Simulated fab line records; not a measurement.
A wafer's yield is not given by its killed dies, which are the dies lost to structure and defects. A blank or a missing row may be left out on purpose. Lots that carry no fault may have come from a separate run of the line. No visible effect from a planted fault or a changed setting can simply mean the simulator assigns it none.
Shared-tool check | flow rit_cmos | Lots sampled 11, wafers sampled 33

## REASON IT WAS OPENED
Of 11 lots, 3 have the reading NLDD_TW flagged at RIT_NLDD_TW_MEAS_10. Fault-free wafers read 2488, with a standard deviation of 21.
Rule: a lot gets a flag if all its wafers with a number sit over 4 standard deviations from that mean, or if no wafer of it has a number. The rest of the lots are taken to be sound.

lot  | measured    | on            | NLDD_TW, wafer by wafer | flag
L791 | day 3 03:02 | film_metro-02 | 2503 2497 2496          |
L792 | day 3 04:11 | film_metro-02 | 2507 2515 2496          |
L793 | day 3 09:08 | film_metro-02 | 2505 2503 2507          |
L794 | day 3 11:02 | film_metro-02 | 2509 2504 2505          |
L799 | day 4 10:20 | film_metro-01 | 2238 2238 2238          | FLAGGED
L800 | day 4 14:17 | film_metro-01 | 2224 2232 2239          | FLAGGED
L802 | day 5 01:29 | film_metro-02 | 2277 2272 2283          | FLAGGED
L809 | day 6 12:03 | film_metro-03 | 2493 2476 2503          |
L811 | day 6 21:13 | film_metro-01 | 2482 2484 2476          |
L812 | day 7 03:37 | film_metro-01 | 2461 2470 2461          |
L814 | day 7 13:10 | film_metro-01 | 2462 2459 2462          |
Average over the flagged lots: 2249; offset from the usual -239, equal to -11 standard deviations.

## LOT BY LOT: THE TOOL USED
The record keeps 1 process step preceding the reading, out of 202 steps on the route. Cell contents, in order: the tool; ch with the chambers the sampled wafers went through; the start.
lot  | flag    | RIT_NLDD_IMPLANT_08
L791 |         | implanter-01 ch 0, day 3 02:43
L792 |         | implanter-01 ch 0, day 3 03:51
L793 |         | implanter-01 ch 0, day 3 08:49
L794 |         | implanter-03 ch 0, day 3 10:42
L799 | FLAGGED | implanter-02 ch 0, day 4 10:02
L800 | FLAGGED | implanter-02 ch 0, day 4 13:58
L802 | FLAGGED | implanter-02 ch 0, day 5 01:11
L809 |         | implanter-01 ch 0, day 6 11:44
L811 |         | implanter-01 ch 0, day 6 20:53
L812 |         | implanter-03 ch 0, day 7 03:17
L814 |         | implanter-03 ch 0, day 7 12:50
What these steps do:
- RIT_NLDD_IMPLANT_08
- RIT_NLDD_TW_MEAS_10

## FLAGGED AGAINST TOTAL, ONE TOOL AT A TIME (gauges that did the reading follow at the end)
step                | tool          | lots run | flagged | share of the flagged lots | sound lots run after its first flagged lot
RIT_NLDD_IMPLANT_08 | implanter-01  | 5        | 0       | none                      | -
RIT_NLDD_IMPLANT_08 | implanter-02  | 3        | 3       | all                       | 0
RIT_NLDD_IMPLANT_08 | implanter-03  | 3        | 0       | none                      | -
RIT_NLDD_TW_MEAS_10 | film_metro-01 | 5        | 2       | some                      | 3 (L811,L812,L814)
RIT_NLDD_TW_MEAS_10 | film_metro-02 | 5        | 1       | some                      | 0
RIT_NLDD_TW_MEAS_10 | film_metro-03 | 1        | 0       | none                      | -

## WHAT THE TABLE PERMITS
All flagged lots share 1 row of the table, namely implanter-02 at RIT_NLDD_IMPLANT_08.
- implanter-02 at RIT_NLDD_IMPLANT_08: 3 of its 3 lots flagged. Because this sample shows no sound lot run on it before its first flagged lot, the start cannot be pinned down more closely. Its own readings (beam_energy_keV) fall more than 4 standard deviations out on all wafers of the flagged lots.
One tool is left: implanter-02 at RIT_NLDD_IMPLANT_08.

## WHAT THE SIMULATOR PUT IN
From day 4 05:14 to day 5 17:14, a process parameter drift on implanter-02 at RIT_NLDD_IMPLANT_08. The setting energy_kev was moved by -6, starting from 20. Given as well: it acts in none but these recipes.
Lots struck among those shown: L799, L800, L802. This agrees with what the rule above found.
